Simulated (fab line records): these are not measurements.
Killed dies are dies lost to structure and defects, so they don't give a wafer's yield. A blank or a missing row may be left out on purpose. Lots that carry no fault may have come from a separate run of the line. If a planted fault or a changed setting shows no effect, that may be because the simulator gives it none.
A struck lot beside a sound one ; flow berkeleyCmos170 ; 24 out of 331 route steps
Sound: these wafers, L772.1, L772.2, L772.5. The struck wafers were L786.1, L786.3, L786.4. At the end, the cause is stated.
Each step with rows lists, per side, the tool, then ch with its chambers, then its first start. Under that, the readings that differ: sound wafers ; struck wafers ; difference of the means ; sigmas: that difference in standard deviations of wafers without a fault.
alike: words and numbers the same on both sides, and readings whose means are apart by under 2 such deviations; not compared: readings that were withheld, readings missing a value for some wafer, numbers with overlapping values and no deviation given by the record, and bounds like >300 which may hide the same value.
The two part at a step that has a row with sigmas, a row that says differs or no value, or rows on one side only. Numbers that don't overlap but have no deviation are shown without sigmas and don't part them. A reading missing from all wafers of one side parts the sides only when that side holds two or more wafers.

first, 4 steps without rows for these wafers: UCB170_PLDD_SOFTBAKE_02 (time 60 s); UCB170_PLDD_EXPOSE_03 (exposes mask PSELECT, target cd 1200 nm); UCB170_PLDD_PEB_04; UCB170_PLDD_DEVELOP_05 (develop time 45 s).
UCB170_PLDD_CD_MEAS_06: the cd target is 1200 nm.
  sound on cdSem-02, day 6 16:49; struck on cdSem-01, day 9 16:56
  alike: cdNm
UCB170_PLDD_OVL_MEAS_07:
  sound on overlay-01, day 6 16:56; struck on overlay-02, day 9 17:04
  alike: PLDD_OVL
then, 2 steps without rows for these wafers: UCB170_PLDD_IMPLANT_08; UCB170_PLDD_IMPLANT_09.
UCB170_PLDD_STRIP_10: strips in O2.
  sound on plasmaAsher-04 ch 0,1, day 6 17:16; struck on plasmaAsher-04 ch 0,1, day 9 17:24
  alike: drypumpMotorCurrentA, oesProductAu, stripTimeToEndpointS
  not compared: rfHoursCounterH
UCB170_PLDD_TW_MEAS_11:
  sound on filmMetro-01, day 6 17:22; struck on filmMetro-04, day 9 17:30
  alike: PLDD_TW
then, 2 steps without rows for these wafers: UCB170_PLDD_CLEAN_12 (cleans in SPM, time 600 s); UCB170_NLDD_HMDS_00 (prime time 60 s).
UCB170_NLDD_COAT_01: resist thk 900 nm.
  sound on lithoTrack-01 ch 0, day 6 20:22; struck on lithoTrack-04 ch 0, day 9 18:04
reading;sound;struck;difference;sigmas
model.KrF_of_NLDD_COAT_01.thkNm (nm);897.5 898.7 896;710.6 711.6 711.5;-186.2;
then, 3 steps without rows for these wafers: UCB170_NLDD_SOFTBAKE_02 (time 60 s); UCB170_NLDD_EXPOSE_03 (exposes mask NSELECT, target cd 1200 nm); UCB170_NLDD_PEB_04.
UCB170_NLDD_DEVELOP_05: develop time 45 s.
  sound: lithoTrack-01 ch 0; struck: lithoTrack-04 ch 0
reading;sound;struck;difference;sigmas
model.KrF_of_NLDD_COAT_01.thkNm (nm);884.3 885.4 882.8;697.2 698.2 698;-186.4;
UCB170_NLDD_CD_MEAS_06: the cd target is 1200 nm.
  sound on cdSem-02, day 6 21:46; struck on cdSem-01, day 9 18:45
reading;sound;struck;difference;sigmas
cdNm (nm);1198.2 1198.5 1198.4;1206.8 1205.6 1207.5;+8.3;+6
UCB170_NLDD_OVL_MEAS_07:
  sound on overlay-01, day 6 21:53; struck on overlay-01, day 9 18:52
  alike: NLDD_OVL
then, 2 steps without rows for these wafers: UCB170_NLDD_IMPLANT_08; UCB170_NLDD_IMPLANT_09.
UCB170_NLDD_STRIP_10: strips in O2.
  sound on plasmaAsher-03 ch 0,1, day 6 22:13; struck on plasmaAsher-03 ch 0,1, day 9 19:13
reading;sound;struck;difference;sigmas
stripTimeToEndpointS (s);21.60 21.63 21.56;17.10 17.15 17.14;-4.47;-74
  alike: drypumpMotorCurrentA, oesProductAu
  not compared: rfHoursCounterH
UCB170_NLDD_TW_MEAS_11:
  sound on filmMetro-04, day 6 22:19; struck on filmMetro-01, day 9 19:19
  alike: NLDD_TW
then, 1 step without rows for these wafers: UCB170_M3_PROBE_99.

WHERE THEY PART
At UCB170_NLDD_CD_MEAS_06 first; at UCB170_NLDD_STRIP_10 last (within this record only). Later steps at which nothing parts them and some readings are alike: UCB170_NLDD_TW_MEAS_11.

WHY: the cause the simulator had injected
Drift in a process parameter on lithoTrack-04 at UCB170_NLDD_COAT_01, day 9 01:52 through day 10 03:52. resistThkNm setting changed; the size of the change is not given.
